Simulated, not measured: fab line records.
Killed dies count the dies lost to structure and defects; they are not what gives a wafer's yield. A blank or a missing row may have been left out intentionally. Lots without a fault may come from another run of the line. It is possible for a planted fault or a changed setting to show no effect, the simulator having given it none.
fab line records | flow rit_cmos
record lots=14 | wafers=42 | last_day=7
route steps=202 shown NSD@139 M1@202
lots that met no fault: taken from a fault-free run of the same line
start_h: start of the lot's first displayed wafer, in hours after the record's first day | wait_h: hours elapsed since this lot's preceding step | " the same as in the row above | L1.1+2: several wafers, shown together as one row | - value missing, or start not given | * or withheld: withheld | < > ~ a bound
route shown NAME@n: NAME is a module with steps in the file, n the number in the route of the first one | usual: mean and standard deviation over wafers with no fault | same: alike in all rows | chamber/n: place in a boat | sites: the reading at each site | _std_site: standard deviation of those values | _edge_site: the outer-site mean with the inner-site mean subtracted | radius_mm: for every site, how far away it sits from the centre of the wafer | mask NAME#n: copy n | behind: the most recent tool/chamber to have shaped the wafer | hold: what put the lot on hold/how long, in hours/how the hold closed | device: which transistor (n, p or np) failed to switch | end of line: the same wafers' tests at the end of the route | step lacking rows: just its recipe | killed: dies that structure and defects cost at the first sort, which is not the same as the wafer's yield | map: per-die view of a wafer (x killed, . not killed, _ where there is no die)
set.NAME: the setting that was run; set.NAME@STEP: the one run at that earlier step | model.NAME: the simulator's own value behind a step, which no gauge read
a sample of lots followed through the steps of the route, with each step as a table and each wafer as a row
services: the hour from which a tool's chamber was out of use, counted from the record's first day as start_h (under 0 if before that day), plus the number of hours and why
## steps
# step RIT_NSD_IMPLANT_08
# recipe species=P | energy_kev=25 | dose_cm2=1e+15 | tilt_deg=7
# usual beam_on_s=10.01/0.2 | tilt_deg=7.000/0.02
lot.wafer | tool         | chamber | start_h | wait_h | beam_on_s | tilt_deg
L677.3    | implanter-04 | 0       | 67.77   | 0.1    | 10.17     | 7.007
L677.5    | "            | 0       | "       | "      | 9.99      | 7.018
L677.6    | "            | 0       | "       | "      | 10.08     | 7.023
L680.1    | implanter-02 | 0       | 79.41   | 0.1    | 9.86      | 7.016
L680.5    | "            | 0       | "       | "      | 10.17     | 7.006
L680.6    | "            | 0       | "       | "      | 9.82      | 7.021
L682.1    | implanter-04 | 0       | 84.29   | 0.1    | 9.75      | 7.003
L682.2    | "            | 0       | "       | "      | 10.13     | 6.989
L682.6    | "            | 0       | "       | "      | 9.85      | 6.976
L681.2    | implanter-04 | 0       | 86.08   | 0.1    | 9.71      | 6.964
L681.3    | "            | 0       | "       | "      | 9.99      | 7.010
L681.5    | "            | 0       | "       | "      | 10.34     | 6.976
L684.3    | implanter-04 | 0       | 90.85   | 0.1    | 10.07     | 6.981
L684.4    | "            | 0       | "       | "      | 9.75      | 6.951
L684.5    | "            | 0       | "       | "      | 10.14     | 6.961
L683.2    | implanter-04 | 0       | 92.66   | 0.1    | 10.50     | 6.976
L683.3    | "            | 0       | "       | "      | 9.64      | 6.991
L683.5    | "            | 0       | "       | "      | 9.82      | 6.990
L685.1    | implanter-03 | 0       | 95.95   | 0.1    | 9.82      | 6.991
L685.5    | "            | 0       | "       | "      | 10.15     | 7.001
L685.6    | "            | 0       | "       | "      | 9.99      | 6.982
L686.3    | implanter-03 | 0       | 98.63   | 0.1    | 10.34     | 6.997
L686.4    | "            | 0       | "       | "      | 9.93      | 6.992
L686.5    | "            | 0       | "       | "      | 10.17     | 7.037
L687.2    | implanter-02 | 0       | 104.36  | 0.1    | 10.25     | 7.010
L687.3    | "            | 0       | "       | "      | 9.81      | 7.019
L687.5    | "            | 0       | "       | "      | 10.08     | 6.990
L688.3    | implanter-02 | 0       | 108.92  | 0.1    | 10.20     | 7.013
L688.4    | "            | 0       | "       | "      | 10.31     | 7.026
L688.6    | "            | 0       | "       | "      | 10.08     | 6.994
L690.2    | implanter-02 | 0       | 118.87  | 0.1    | 10.42     | 6.987
L690.5    | "            | 0       | "       | "      | 9.72      | 6.983
L690.6    | "            | 0       | "       | "      | 10.19     | 6.997
L694.1    | implanter-02 | 0       | 140.40  | 0.1    | 9.82      | 6.580
L694.3    | "            | 0       | "       | "      | 9.76      | 6.561
L694.4    | "            | 0       | "       | "      | 10.11     | 6.603
L695.1    | implanter-02 | 0       | 144.23  | 0.1    | 10.00     | 6.592
L695.3    | "            | 0       | "       | "      | 9.80      | 6.606
L695.6    | "            | 0       | "       | "      | 9.98      | 6.617
L700.2    | implanter-03 | 0       | 167.12  | 0.1    | 9.93      | 7.043
L700.4    | "            | 0       | "       | "      | 9.94      | 7.052
L700.5    | "            | 0       | "       | "      | 9.51      | 7.045
# step RIT_M1_PROBE_99
# usual killed_at_M0_to_M3=0.0/0.14 | killed_at_contacts=0.0/0.2 | killed_at_front_end=7.3/2.8 | killed_dies=7.3/2.8 | killed_open=3.8/1.9 | killed_short=3.5/1.8
# same gross_dies=264 | killed_at_M4_up=0 | killed_at_back_side=0 | killed_at_other=0
lot.wafer | tool      | chamber | start_h | wait_h | killed_at_M0_to_M3 | killed_at_contacts | killed_at_front_end | killed_dies | killed_open | killed_short
L682.1    | prober-01 | -       | 94.25   | 0.1    | 1                  | 0                  | 6                   | 7           | 3           | 4
L682.2    | prober-01 | -       | 94.30   | 0.1    | 0                  | 0                  | 6                   | 6           | 2           | 4
L682.6    | prober-01 | -       | 94.50   | 0.2    | 0                  | 0                  | 6                   | 6           | 3           | 3
L687.2    | prober-01 | -       | 114.31  | 0.1    | 0                  | 0                  | 7                   | 7           | 3           | 4
L687.3    | prober-01 | -       | 114.36  | 0.2    | 0                  | 0                  | 11                  | 11          | 4           | 7
L687.5    | prober-01 | -       | 114.46  | 0.2    | 0                  | 0                  | 5                   | 5           | 1           | 4
L690.2    | prober-02 | -       | 128.43  | 0.1    | 0                  | 0                  | 8                   | 8           | 5           | 3
L690.5    | prober-02 | -       | 128.58  | 0.2    | 0                  | 0                  | 8                   | 8           | 5           | 3
L690.6    | prober-02 | -       | 128.63  | 0.2    | 0                  | 0                  | 8                   | 8           | 5           | 3
L695.1    | prober-01 | -       | 154.09  | 0.1    | 0                  | 0                  | 7                   | 7           | 5           | 2
L695.3    | prober-01 | -       | 154.19  | 0.2    | 0                  | 0                  | 10                  | 10          | 6           | 4
L695.6    | prober-01 | -       | 154.34  | 0.2    | 0                  | 0                  | 6                   | 6           | 4           | 2
L700.2    | prober-02 | -       | 176.69  | 0.1    | 0                  | 0                  | 3                   | 3           | 3           | 0
L700.4    | prober-02 | -       | 176.79  | 0.2    | 0                  | 0                  | 4                   | 4           | 2           | 2
L700.5    | prober-02 | -       | 176.84  | 0.2    | 0                  | 0                  | 6                   | 6           | 1           | 5
# killed by level:class
L682.1 FOX1:geometric_particle:open=1 FOX1:geometric_particle:short=1 FOX2:geometric_particle:short=1 GATE:geometric_particle:open=1 GATE:geometric_particle:short=1 SPACER:geometric_particle:open=1 M1:geometric_particle:short=1
L682.2 FOX1:geometric_particle:short=3 FOX1:geometric_particle:open=1 GATE:geometric_particle:open=1 GATE:geometric_particle:short=1
L682.6 FOX1:geometric_particle:open=2 SILICIDE:geometric_particle:short=2 FOX2:geometric_particle:short=1 FOX2:geometric_particle:open=1
L687.2 GATE:geometric_particle:open=2 GATE:geometric_particle:short=2 REOX:geometric_particle:open=1 REOX:geometric_particle:short=1 SILICIDE:geometric_particle:short=1
L687.3 GATE:geometric_particle:open=3 GATE:geometric_particle:short=2 REOX:geometric_particle:short=2 SILICIDE:geometric_particle:short=2 FOX1:geometric_particle:short=1 SILICIDE:geometric_particle:open=1
L687.5 FOX2:geometric_particle:short=1 GATE:geometric_particle:short=1 REOX:geometric_particle:short=1 SILICIDE:geometric_particle:open=1 SILICIDE:geometric_particle:short=1
L690.2 REOX:geometric_particle:open=3 GATE:geometric_particle:open=2 REOX:geometric_particle:short=2 GATE:geometric_particle:short=1
L690.5 FOX1:geometric_particle:open=1 FOX2:geometric_particle:short=1 GATE:geometric_particle:open=1 GATE:geometric_particle:short=1 REOX:geometric_particle:short=1 REOX:geometric_particle:open=1 SPACER:geometric_particle:open=1 SILICIDE:geometric_particle:open=1
L690.6 REOX:geometric_particle:open=4 GATE:geometric_particle:short=2 GATE:geometric_particle:open=1 REOX:geometric_particle:short=1
L695.1 FOX2:geometric_particle:open=3 FOX2:geometric_particle:short=2 REOX:geometric_particle:open=1 SPACER:geometric_particle:open=1
L695.3 REOX:geometric_particle:open=2 FOX1:geometric_particle:open=1 FOX1:geometric_particle:short=1 GATE:geometric_particle:open=1 REOX:geometric_particle:short=1 SPACER:geometric_particle:short=1 SPACER:geometric_particle:open=1 SILICIDE:geometric_particle:short=1
L695.6 FOX1:geometric_particle:open=2 FOX1:geometric_particle:short=1 FOX2:geometric_particle:open=1 GATE:geometric_particle:short=1 SPACER:geometric_particle:open=1
L700.2 GATE:geometric_particle:open=2 SILICIDE:geometric_particle:open=1
L700.4 FOX1:geometric_particle:short=1 FOX2:geometric_particle:open=1 GATE:geometric_particle:open=1 GATE:geometric_particle:short=1
L700.5 GATE:geometric_particle:short=3 FOX1:geometric_particle:short=1 GATE:geometric_particle:open=1 SPACER:geometric_particle:short=1
## services
tool         | chamber | start_h | hours | kind
implanter-02 | -       | 79.65   | 3.0   | pm
implanter-03 | -       | 90.35   | 1.7   | repair
## key
first_sign step=RIT_NSD_IMPLANT_08 | reading=tilt_deg | direction=down | sigmas=20 | usual=7.000 | struck=6.593
effect none on later readings
met_at RIT_NSD_IMPLANT_08
struck_lots L694,L695
tester_left_out L694,L695
onset_between 118.87 140.40
fault kind=process_parameter_drift | tool=implanter-02 | chamber=- | onset_h=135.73 | steps=RIT_NSD_IMPLANT_08 | channel=tilt_deg | offset=-0.42962 | shape=step | end_h=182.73 | acts_in=these_recipes_only | stated=7
# tester_left_out: of these lots the tester's yield and bins aren't shown, on N5 and GAA mostly nor the transistor test; their killed dies are dies lost to structure and defects alone, not to doping, threshold or leakage, so they don't give the yield
